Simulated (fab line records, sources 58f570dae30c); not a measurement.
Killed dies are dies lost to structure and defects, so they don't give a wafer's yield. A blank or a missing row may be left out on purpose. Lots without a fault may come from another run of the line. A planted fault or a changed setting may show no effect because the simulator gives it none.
A struck lot beside a sound one | flow berkeley_cmos170 | 19 steps out of a route of 331
Sound: wafers L798.1, L798.4, L798.5. Struck: wafers L791.2, L791.3, L791.6. The cause comes at the end.
At each step with rows: each side's tool, then ch and its chambers, then its first start. Under that, the readings that differ: sound wafers | struck wafers | difference of the means | sigmas: that difference in standard deviations of wafers without a fault.
alike: readings whose means differ by less than 2 such deviations, and words and numbers that are the same on both sides. not compared: withheld readings, readings that some wafer has no value for, bounds like >300 that may hide the same value, and numbers for which the record gives no deviation and whose values overlap.
The two part at a step that has a row with sigmas, a row that says differs or no value, or rows on one side only. Numbers that don't overlap but have no deviation are shown without sigmas and don't part them. A reading that every wafer of one side lacks parts them only if that side has two wafers or more.

first, 2 steps without rows for these wafers: UCB170_PLDD_PEB_04; UCB170_PLDD_DEVELOP_05 (develop time 45 s).
UCB170_PLDD_CD_MEAS_06: target cd 1200 nm.
  sound on cd_sem-02, day 11 02:56; struck on cd_sem-01, day 9 13:42
  alike: cd_nm
UCB170_PLDD_OVL_MEAS_07:
  sound on overlay-02, day 11 03:03; struck on overlay-01, day 9 13:49
  alike: PLDD_OVL
then, 2 steps without rows for these wafers: UCB170_PLDD_IMPLANT_08; UCB170_PLDD_IMPLANT_09.
UCB170_PLDD_STRIP_10: strips in O2.
  sound on plasma_asher-02 ch 0,1, day 11 03:23; struck on plasma_asher-02 ch 0,1, day 9 14:08
  alike: drypump_motor_current_A, oes_product_au, strip_time_to_endpoint_s
  not compared: rf_hours_counter_h
UCB170_PLDD_TW_MEAS_11:
  sound on film_metro-02, day 11 03:29; struck on film_metro-04, day 9 14:15
  alike: PLDD_TW
then, 4 steps without rows for these wafers: UCB170_PLDD_CLEAN_12 (cleans in SPM, time 600 s); UCB170_NLDD_HMDS_00 (prime time 60 s); UCB170_NLDD_COAT_01 (resist thk 900 nm); UCB170_NLDD_SOFTBAKE_02 (time 60 s).
UCB170_NLDD_EXPOSE_03: exposes mask NSELECT, target cd 1200 nm.
  sound on krf_scanner-02 ch 0, day 11 04:19; struck on krf_scanner-01 ch 0, day 9 16:35
  reading                      | sound             | struck            | difference | sigmas
  model.NLDD.overlay_x_nm (nm) | -2.79 -2.79 -2.79 | 316.8 316.8 316.8 | +319.6     |
  alike: mask, exposure_dose_mJ_cm2, focus_offset_nm
then, 2 steps without rows for these wafers: UCB170_NLDD_PEB_04; UCB170_NLDD_DEVELOP_05 (develop time 45 s).
UCB170_NLDD_CD_MEAS_06: target cd 1200 nm.
  sound on cd_sem-02, day 11 04:55; struck on cd_sem-01, day 9 17:04
  reading    | sound                | struck               | difference | sigmas
  cd_nm (nm) | 1199.8 1199.5 1200.4 | 1203.1 1202.5 1202.7 | +2.9       | +2
UCB170_NLDD_OVL_MEAS_07:
  sound on overlay-02, day 11 05:02; struck on overlay-01, day 9 17:10
  reading       | sound      | struck      | difference | sigmas
  NLDD_OVL (nm) | -7 -10 -14 | 325 314 323 | +331       | +55
then, 1 step without rows for these wafers: UCB170_NLDD_IMPLANT_08.
UCB170_M3_PROBE_99:
  the record has rows for the sound wafers here (prober-01, day 12 21:26) and none for the struck ones

WHERE THEY PART
First at UCB170_NLDD_CD_MEAS_06; last, within this record, at UCB170_M3_PROBE_99.

WHY: what the simulator had put in
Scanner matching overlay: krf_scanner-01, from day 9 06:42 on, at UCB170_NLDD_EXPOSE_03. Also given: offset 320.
